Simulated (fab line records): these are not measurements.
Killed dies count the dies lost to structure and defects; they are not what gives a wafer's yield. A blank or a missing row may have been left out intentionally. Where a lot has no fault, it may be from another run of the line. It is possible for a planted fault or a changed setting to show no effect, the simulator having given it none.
Tool commonality check | flow rit_cmos | Sample size 14 lots and 42 wafers

## REASON IT WAS OPENED
At RIT_SDANNEAL_RS_MEAS_07 the reading NLDD_RS is flagged on 2 of 14 lots. No-fault wafers: 151.6 ohm/sq, standard deviation 0.43.
Rule: a lot gets a flag if all its wafers with a number sit over 4 standard deviations from that mean, or if no wafer of it has a number. The rest of the lots are taken to be sound.

lot  | measured    | on            | NLDD_RS (ohm/sq), wafer by wafer | flag
L452 | day 3 12:20 | film_metro-01 | 151.7 151.6 151.7                |
L454 | day 3 14:21 | film_metro-02 | 151.8 152.0 151.7                |
L455 | day 3 23:42 | film_metro-03 | 151.2 151.2 151.3                |
L456 | day 4 05:04 | film_metro-01 | 151.1 151.0 151.2                |
L459 | day 4 18:49 | film_metro-01 | 152.2 152.1 152.1                |
L460 | day 5 00:29 | film_metro-03 | 151.6 151.4 151.3                |
L462 | day 5 08:11 | film_metro-02 | 152.0 151.8 151.8                |
L463 | day 5 14:13 | film_metro-01 | 151.3 151.4 152.3                |
L464 | day 5 19:00 | film_metro-03 | 151.4 150.9 151.1                |
L465 | day 5 23:20 | film_metro-03 | 151.7 151.1 152.3                |
L467 | day 6 11:03 | film_metro-02 | 152.1 152.2 152.3                |
L468 | day 6 12:54 | film_metro-02 | 152.7 151.9 151.9                |
L473 | day 7 15:56 | film_metro-01 | 162.1 162.9 162.4                | FLAGGED
L475 | day 8 04:43 | film_metro-03 | 161.4 162.0 161.3                | FLAGGED
On average the flagged lots' numbers are 162.0 ohm/sq, which is +10.4 ohm/sq against the usual, or +24 standard deviations.

## WHICH TOOL RAN EACH LOT
The record holds 1 process step before the reading, out of a route of 202 steps. Every cell lists first the tool, next ch and the chambers used by the sampled wafers, and last the start.
lot  | flag    | RIT_NLDD_IMPLANT_08
L452 |         | implanter-03 ch 0, day 3 02:55
L454 |         | implanter-02 ch 0, day 3 05:35
L455 |         | implanter-03 ch 0, day 3 15:19
L456 |         | implanter-02 ch 0, day 3 20:46
L459 |         | implanter-02 ch 0, day 4 09:31
L460 |         | implanter-02 ch 0, day 4 14:58
L462 |         | implanter-03 ch 0, day 4 22:50
L463 |         | implanter-02 ch 0, day 5 05:45
L464 |         | implanter-02 ch 0, day 5 10:40
L465 |         | implanter-04 ch 0, day 5 15:10
L467 |         | implanter-04 ch 0, day 6 02:50
L468 |         | implanter-03 ch 0, day 6 03:11
L473 | FLAGGED | implanter-03 ch 0, day 7 06:47
L475 | FLAGGED | implanter-03 ch 0, day 7 18:04
What these steps do:
- RIT_NLDD_IMPLANT_08
- RIT_SDANNEAL_RS_MEAS_07: measures by four-point-probe.

## FLAGGED AGAINST TOTAL, ONE TOOL AT A TIME (gauges that did the reading follow at the end)
step                    | tool          | lots run | flagged | share of the flagged lots | sound lots run after its first flagged lot
RIT_NLDD_IMPLANT_08     | implanter-02  | 6        | 0       | none                      | -
RIT_NLDD_IMPLANT_08     | implanter-03  | 6        | 2       | all                       | 0
RIT_NLDD_IMPLANT_08     | implanter-04  | 2        | 0       | none                      | -
RIT_SDANNEAL_RS_MEAS_07 | film_metro-01 | 5        | 1       | some                      | 0
RIT_SDANNEAL_RS_MEAS_07 | film_metro-02 | 4        | 0       | none                      | -
RIT_SDANNEAL_RS_MEAS_07 | film_metro-03 | 5        | 1       | some                      | 0

## WHAT IS ALLOWED BY THE TABLE
In the table, 1 row covers all flagged lots: implanter-03 at RIT_NLDD_IMPLANT_08.
- implanter-03 at RIT_NLDD_IMPLANT_08 ran 6 lots, 2 of them flagged. It ran its last sound lot, L468, at day 6 03:11 and its first flagged lot, L473, at day 7 06:47: a fault with its onset between the two fits. Its own readings lie more than 4 standard deviations out on every wafer of the flagged lots: dose_ions_cm2.
Left over: one tool, implanter-03 at RIT_NLDD_IMPLANT_08.

## WHAT THE SIMULATOR HAD INSERTED
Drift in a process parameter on implanter-03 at RIT_NLDD_IMPLANT_08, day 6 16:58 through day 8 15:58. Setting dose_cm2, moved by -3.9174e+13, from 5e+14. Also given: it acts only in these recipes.
Struck lots among those shown: L473, L475. This agrees with what the rule above found.
